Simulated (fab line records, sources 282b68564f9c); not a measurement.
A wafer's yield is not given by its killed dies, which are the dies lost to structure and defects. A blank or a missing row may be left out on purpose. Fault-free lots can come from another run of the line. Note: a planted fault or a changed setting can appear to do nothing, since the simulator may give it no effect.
Comparing a struck lot with a sound one    flow ritCmos    15 steps out of a route of 202
Sound: the wafers L766.1, L766.3, L766.5. Struck: wafers L776.2, L776.3, L776.4. The cause comes at the end.
Per side, at each step with rows, come the tool, then ch with its chambers, and then its first start. Under that, the readings that differ: sound wafers    struck wafers    difference of the means    sigmas: that difference in standard deviations of wafers without a fault.
alike: readings whose means differ by less than 2 such deviations, and words and numbers that are the same on both sides. not compared: withheld readings, readings that some wafer has no value for, bounds like >300 that may hide the same value, and numbers for which the record gives no deviation and whose values overlap.
The two part at a step that has a row with sigmas, a row that says differs or no value, or rows on one side only. Non-overlapping numbers with no deviation appear without sigmas and do not part them. Lack of a reading on every wafer of one side parts them only where that side has two or more wafers.

first, 5 steps without rows for these wafers: RIT_M1_COAT_04 (resist thk 1300 nm); RIT_M1_SOFTBAKE_05 (time 60 s); RIT_M1_EXPOSE_06 (exposes mask M12, target cd 2600 nm); RIT_M1_PEB_07; RIT_M1_DEVELOP_08 (develop time 68 s).
RIT_M1_CD_MEAS_09: target cd 2600 nm.
  sound on cdSem-01 at day 4 06:22; struck on cdSem-01 at day 6 07:18
  alike: cdNm
RIT_M1_OVL_MEAS_10:
  sound on overlay-01 at day 4 06:29; struck on overlay-02 at day 6 07:25
  alike: M1_OVL
then, 1 step without rows for these wafers: RIT_M1_HARDBAKE_11 (time 120 s).
RIT_M1_METAL_ETCH_12: etches Al in Cl2/BCl3, stops on SiO2, time 165 s, target depth 600 nm.
  sound on rieMetal-02 ch 0,1, day 4 06:47; struck on rieMetal-03 ch 1, day 6 07:44
  alike: drypumpMotorCurrentA, oesProductAu, throttleValvePct
  not compared: rfHoursCounterH
then, 1 step without rows for these wafers: RIT_M1_STRIP_13 (strips in nmp, time 600 s).
RIT_M1_STRIP_14: strips in O2, time 180 s.
  sound on plasmaAsher-02 ch 0,1, day 4 07:07; struck on plasmaAsher-03 ch 0,1, day 6 08:12
  alike: drypumpMotorCurrentA, o2FlowSccm
  not compared: rfHoursCounterH
RIT_M1_CD_MEAS_90: target cd 2600 nm.
  sound on cdSem-01 at day 4 07:17; struck on cdSem-01 at day 6 08:25
  alike: cdNm
RIT_M1_ANNEAL_15: time 1800 s.
  sound on furnace-02 ch 0, day 4 07:25; struck on furnace-02 ch 0, day 6 08:31
reading                 sound                 struck                difference  sigmas
spikeTcCentreC (C)      454.1 452.7 452.1     422.1 421.9 424.3     -30.2       -31
spikeTcLoadC (C)        467.9 468.9 468.1     438.6 439.0 437.0     -30.1       -32
spikeTcSourceC (C)      463.9 462.6 465.2     434.7 433.6 432.3     -30.4       -28
tubeCenterTempC (C)     449.96 450.05 450.02  420.03 419.98 419.94  -30.03      -99 or more
tube_center_temp_C_max  450.99 451.94 451.28  421.10 421.30 421.17  -30.21      -99 or more
zonePowerCentrePct (%)  21.80 22.01 21.61     20.13 20.15 19.96     -1.73       -8
zonePowerLoadPct (%)    7.06 7.00 6.99        6.33 6.07 6.21        -0.81       -11
zonePowerSourcePct (%)  8.10 8.01 8.18        7.20 7.25 7.26        -0.86       -11
RIT_M1_BOW_MEAS_16:
  sound on filmMetro-03 at day 4 08:55; struck on filmMetro-02 at day 6 10:02
  alike: M1_BOW
RIT_M1_PROBE_99:
  sound on prober-01 at day 4 09:02; struck on prober-01 at day 6 10:11
reading                         sound              struck             difference  sigmas
killed_at_M0_to_M3              0 0 0              0 1 0              +0          +4
model.etest.contactNplus.rcOhm  1.357 1.36 1.373   1.537 1.542 1.533  +0.174      
model.etest.contactNpoly.rcOhm  1.443 1.366 1.413  1.512 1.552 1.499  +0.114      
model.etest.contactPpoly.rcOhm  1.38 1.364 1.33    1.544 1.554 1.486  +0.170      
model.etest.contactPplus.rcOhm  1.397 1.353 1.331  1.533 1.524 1.495  +0.157      
  alike: defectLimitedYield, killedAtFrontEnd, killedDies, killedOpen, killedShort, sort_bin_3_pad_short, sort_bin_5_function, sort_bin_6_memory, sortNPass, sortYieldPct
  not compared: model.etest.nmos_0p15.junctionLog10AUm

WHERE THEY PART
Earliest at RIT_M1_ANNEAL_15; latest, in this record, at RIT_M1_PROBE_99.

WHY: whatever the simulator had introduced
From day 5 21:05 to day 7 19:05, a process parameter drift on furnace-02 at RIT_M1_ANNEAL_15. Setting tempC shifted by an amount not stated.
